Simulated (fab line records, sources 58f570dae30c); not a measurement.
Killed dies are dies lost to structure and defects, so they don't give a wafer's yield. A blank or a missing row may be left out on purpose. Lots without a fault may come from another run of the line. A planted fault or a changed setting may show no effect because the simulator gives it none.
Problem report in the 8D (eight disciplines) form, filled by code | flow berkeley_cmos170 | the parts of the form that need people (team, actions taken, sign-off) are left out

1. THE PROBLEM
M1_AL_RS at UCB170_M1_RS_MEAS_01 reads a mean of 0.1503 ohm/sq on 2 wafers of 2 lots; wafers without a fault read 0.0482 ohm/sq with a standard deviation of 0.00057. That is +99 or more standard deviations from the usual mean.
The step: measures by four-point-probe.
First seen on wafer L766.3, day 9 06:19, on film_metro-04. The record holds 42 wafers of 14 lots with a number at this step. Rule for "out", or "out of limits": more than 4 standard deviations from the usual mean. The other wafers with a number count as sound.

2. WHAT IT IS AND WHAT IT IS NOT
question                    | is                           | is not
which readings at this step | M1_AL_RS                     | -
which lots                  | L766, L770                   | L758, L759, L760, L761, L764, L769, L773, L777, L778, L779, L780, L781
which wafers of those lots  | L766.3, L770.3               | L766.2, L766.6, L770.1, L770.2
read on which gauges        | film_metro-01, film_metro-04 | film_metro-03
when                        | from day 9 06:19             | up to then (17 sound wafers); but 23 sound wafers of L769, L770, L773, L777, L778, L779, L780, L781 came after

3. SUSPECTS, AND WHAT RULES EACH OUT
Counting: a tool at a process step up to the reading stays a suspect if it ran every lot that is out. Sound lots after the first of them don't rule it out here, since some wafers of a struck lot are sound.
- the gauge at UCB170_M1_RS_MEAS_01: ruled out. The wafers that are out were read on 2 gauges (film_metro-01, film_metro-04).
- rie_diel-04 at UCB170_GATE_ETCH_14 (etches BARC in N2/H2): kept. It ran every lot that is out, first L766 (day 7 22:52); its last sound lot up to then is L760 (day 6 17:40).
- pvd_sputter-03 at UCB170_M1_SPUTTER_00 (material Al, target thk 600 nm, time 80 s): kept. It ran every lot that is out, first L766 (day 9 06:14); its last sound lot up to then is L761 (day 7 20:48).
Left after counting: rie_diel-04 at UCB170_GATE_ETCH_14, pvd_sputter-03 at UCB170_M1_SPUTTER_00.

4. THE CAUSE (what the simulator had put in)
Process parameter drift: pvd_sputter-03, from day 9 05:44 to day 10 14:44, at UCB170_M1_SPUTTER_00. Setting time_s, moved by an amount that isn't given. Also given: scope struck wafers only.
Counting left 2 suspects, and this tool is among them.

5. THE CHAIN OF EFFECTS, in route order
Each row: a reading whose mean over the struck wafers that have a number lies more than 3 standard deviations from the usual. Only readings for which the record gives a usual standard deviation are gone through. hours: the time from each lot's start at the first step in this table that gives one to its start at this step, as a median over the lots. sigmas: the change in usual standard deviations.
hours | step                    | reading        | usual         | on struck wafers | change  | sigmas
0     | UCB170_M1_RS_MEAS_01    | M1_AL_RS       | 0.0482 ohm/sq | 0.1503           | +0.1021 | +99 or more
0     | UCB170_M1_THK_MEAS_02   | M1_AL_THK      | 607 nm        | 202              | -406    | -53
1     | UCB170_M1_METAL_ETCH_12 | oes_product_au | 0.863 a.u.    | 0.546            | -0.317  | -24
The process steps in it:
- UCB170_M1_METAL_ETCH_12: etches Al in Cl2/BCl3, stops on PSG, target depth 780 nm, time 130 s.
Later measuring or inspecting steps at which every struck wafer that the step has a row for has a number for every such reading, and none has moved that far: UCB170_M2_THK_MEAS_03.

6. WHAT WOULD HAVE CAUGHT IT SOONER
In this record the first reading out of limits at a measuring or inspecting step was taken at day 9 06:19, 1 hour after the fault began at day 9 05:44.
Of the tool readings at UCB170_M1_SPUTTER_00 for which the record gives a usual standard deviation, none was out on any struck wafer, so an alarm limit of 4 standard deviations on them would not have fired.
Of the lots that are out (2), L770 began UCB170_M1_SPUTTER_00 on pvd_sputter-03 after day 9 06:19. A hold on the tool at that time would have spared it.
